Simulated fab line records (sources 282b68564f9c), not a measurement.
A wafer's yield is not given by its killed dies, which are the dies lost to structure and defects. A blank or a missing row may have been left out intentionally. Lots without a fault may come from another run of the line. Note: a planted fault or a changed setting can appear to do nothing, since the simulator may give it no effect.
Code-filled problem report in 8D (eight disciplines) form | flow rit cmos | the parts of the form that need people (team, actions taken, sign-off) are left out

## 1. WHAT IS WRONG
GATE_OXIDE_THK at RIT_GATE_THK_MEAS_07 reads a mean of 3.87 nm on 6 wafers of 2 lots; wafers without a fault read 3.06 nm with a standard deviation of 0.079. Measured from the usual mean, that is +10 standard deviations.
Seen first at day 5 14:36 on film metro-04, wafer L883.4. At this step, 42 wafers from 14 lots have a number in the record. The rule behind "out" and "out of limits": a value lying over 4 standard deviations away from the usual mean. Any other wafer with a number is counted as sound.

## 2. WHAT IT IS, WHAT IT ISN'T
question                    | is                           | is not
which readings at this step | GATE_OXIDE_THK               | -
which lots                  | L883, L884                   | L870, L871, L872, L873, L874, L875, L876, L880, L889, L890, L891, L892
which wafers of those lots  | all that have a number       | -
read on which gauges        | film metro-02, film metro-04 | film metro-01
when                        | from day 5 14:36             | up to then (24 sound wafers); but 12 sound wafers of L889, L890, L891, L892 came after

## 3. THE SUSPECTS, EACH WITH WHAT RULES IT OUT
Counting: a tool stays on the suspect list if, at a process step up to the reading, it processed all lots that are out and no sound lot following the first of them.
- the gauge at RIT_GATE_THK_MEAS_07 is ruled out. The wafers that are out were read on 2 gauges (film metro-02, film metro-04).
- furnace-04 at RIT_GATE_OXIDATION_05 (target thk 3 nm, ox time 274.8 s): kept. It processed each lot that is out, first L883 at day 5 12:11, and no sound lot thereafter; up to then, the last sound lot it processed was L870 at day 2 15:23. Its own readings are out on those wafers: spike tc centre C, spike tc load C, spike tc source C, tube center temp C, tube_center_temp_C_max.
After counting, what remains is furnace-04 at RIT_GATE_OXIDATION_05.

## 4. THE CAUSE (what the simulator had put in)
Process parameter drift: furnace-04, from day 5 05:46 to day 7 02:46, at RIT_GATE_OXIDATION_05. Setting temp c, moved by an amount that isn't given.
The count eliminated every tool but this one.

## 5. SEQUENCE OF EFFECTS, ordered by route
Each row: a reading where the mean over the struck wafers with a number is more than 3 standard deviations away from the usual. Readings are gone through only where the record gives a usual standard deviation; hours: the median, over the lots, of the time from a lot's start at the first step in this table giving one to that lot's start at this step; sigmas: the change measured in usual standard deviations.
hours | step                  | reading                | usual    | on struck wafers | change | sigmas
0     | RIT_GATE_OXIDATION_05 | spike tc centre C      | 901.7 C  | 922.8            | +21.1  | +18
0     | RIT_GATE_OXIDATION_05 | spike tc load C        | 924.5 C  | 945.1            | +20.6  | +8.3
0     | RIT_GATE_OXIDATION_05 | spike tc source C      | 920 C    | 945              | +25    | +6.1
0     | RIT_GATE_OXIDATION_05 | tube center temp C     | 899.99 C | 920.07           | +20.08 | +99 or more
0     | RIT_GATE_OXIDATION_05 | tube_center_temp_C_max | 902.3    | 922.8            | +20.5  | +55
2     | RIT_GATE_THK_MEAS_07  | GATE_OXIDE_THK         | 3.06 nm  | 3.87             | +0.81  | +10
It contains these process steps:
- RIT_GATE_OXIDATION_05: target thk 3 nm, ox time 274.8 s.

## 6. WHAT WOULD HAVE CAUGHT IT SOONER
9 hours passed between the start of the fault at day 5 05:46 and the first reading out of limits at a measuring or inspecting step in this record, taken at day 5 14:36.
Tool's own readings at RIT_GATE_OXIDATION_05, spike tc centre C, spike tc load C, spike tc source C, tube center temp C, tube_center_temp_C_max: out on all struck wafers the step has rows for; an alarm limit on them would have tripped on the first.
By day 5 14:36, every lot that is out (2) had started RIT_GATE_OXIDATION_05 on furnace-04. Tool hold at that time: it would have spared none of them.
